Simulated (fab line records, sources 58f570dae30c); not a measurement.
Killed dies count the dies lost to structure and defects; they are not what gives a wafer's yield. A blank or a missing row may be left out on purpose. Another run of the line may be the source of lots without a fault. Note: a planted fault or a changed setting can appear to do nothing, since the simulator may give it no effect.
Comparing a struck lot with a sound one -- flow berkeley-cmos170 -- 14 steps out of a route of 331
Sound: wafers L719.2, L719.4, L719.6. The struck wafers were L723.1, L723.4, L723.5. The cause is named last.
Each step with rows lists, per side, the tool, then ch with its chambers, then its first start. Under that, the readings that differ: sound wafers -- struck wafers -- difference of the means -- sigmas: that difference in standard deviations of wafers without a fault.
alike: readings with means less than 2 such deviations apart, plus words and numbers identical on both sides. not compared: withheld readings, readings lacking a value on some wafer, bounds such as >300 that could conceal the same value, and numbers that have no deviation in the record and whose values overlap.
A row with sigmas, a row that says differs or no value, or rows on one side alone: a step with any of these is where the two part. Numbers that have no deviation but don't overlap get no sigmas and don't part them. Lack of a reading on every wafer of one side parts them only where that side has two or more wafers.

first, 2 steps without rows for these wafers: UCB170_GATE_ANNEAL_03 (time 1800 s); UCB170_GATE_CVD_04 (deposits poly-Si from SiH4, time 1440 s, target thk 214 nm).
UCB170_GATE_THK_MEAS_05:
  sound: film-metro-03 at day 7 12:47; struck: film-metro-02 at day 8 19:46
  alike: GATE_POLY_THK
then, 6 steps without rows for these wafers: UCB170_GATE_COAT_06; UCB170_GATE_COAT_07 (resist thk 900 nm); UCB170_GATE_SOFTBAKE_08 (time 60 s); UCB170_GATE_EXPOSE_09 (exposes mask POLY, target cd 350 nm); UCB170_GATE_PEB_10; UCB170_GATE_DEVELOP_11 (develop time 45 s).
UCB170_GATE_CD_MEAS_12: the cd target is 350 nm.
  sound: cd-sem-01 at day 7 13:50; struck: cd-sem-01 at day 8 20:40
  alike: cd-nm
UCB170_GATE_OVL_MEAS_13:
  sound: overlay-02 at day 7 13:56; struck: overlay-01 at day 8 20:47
reading,sound,struck,difference,sigmas
GATE_OVL (nm),11 6 7,-2 -5 -3,-11,-2
UCB170_GATE_ETCH_14: etches BARC in N2/H2.
  sound on rie-diel-04 ch 0,1,2, day 7 13:58; struck on rie-diel-03 ch 0,2,3, day 8 20:49
  alike: drypump-motor-current-A, oes-product-au, throttle-valve-pct
UCB170_GATE_ETCH_15: etches poly-Si in HBr/Cl2, stops on SiO2, time 56.3 s, target depth 278.2 nm.
  sound on rie-si-02 ch 0,1,2, day 7 14:00; struck on rie-si-02 ch 0,1,3, day 8 20:52
reading,sound,struck,difference,sigmas
oes-product-au (a.u.),0.863 0.818 0.838,1.030 1.002 0.992,+0.168,+11
run-length-s (s),84.7 84.5 84.6,62.3 62.5 62.2,-22.3,-54
model.GATE.feature-depth-nm (nm),218.1 217.1 216.9,169.1 169.6 165.1,-49.4,
model.etch.depth-nm (nm),218.1 217.1 216.8,169.1 169.6 165.1,-49.4,
model.KrF_of_GATE_COAT_07.thk-nm (nm),774.9 776.5 771.1,820.1 821.2 822.8,+47.2,
  alike: HBr_flow_sccm, drypump-motor-current-A, throttle-valve-pct
  not compared: rf-hours-counter-h
UCB170_GATE_STRIP_16: strips in O2.
  sound on plasma-asher-01 ch 0,1, day 7 14:03; struck on plasma-asher-04 ch 0,1, day 8 20:55
  alike: drypump-motor-current-A, oes-product-au
  not compared: rf-hours-counter-h

WHERE THEY PART
Last at UCB170_GATE_ETCH_15 as far as this record goes, first at UCB170_GATE_OVL_MEAS_13. Later steps at which nothing parts them and some readings are alike: UCB170_GATE_STRIP_16.

WHY: what had been put in by the simulator
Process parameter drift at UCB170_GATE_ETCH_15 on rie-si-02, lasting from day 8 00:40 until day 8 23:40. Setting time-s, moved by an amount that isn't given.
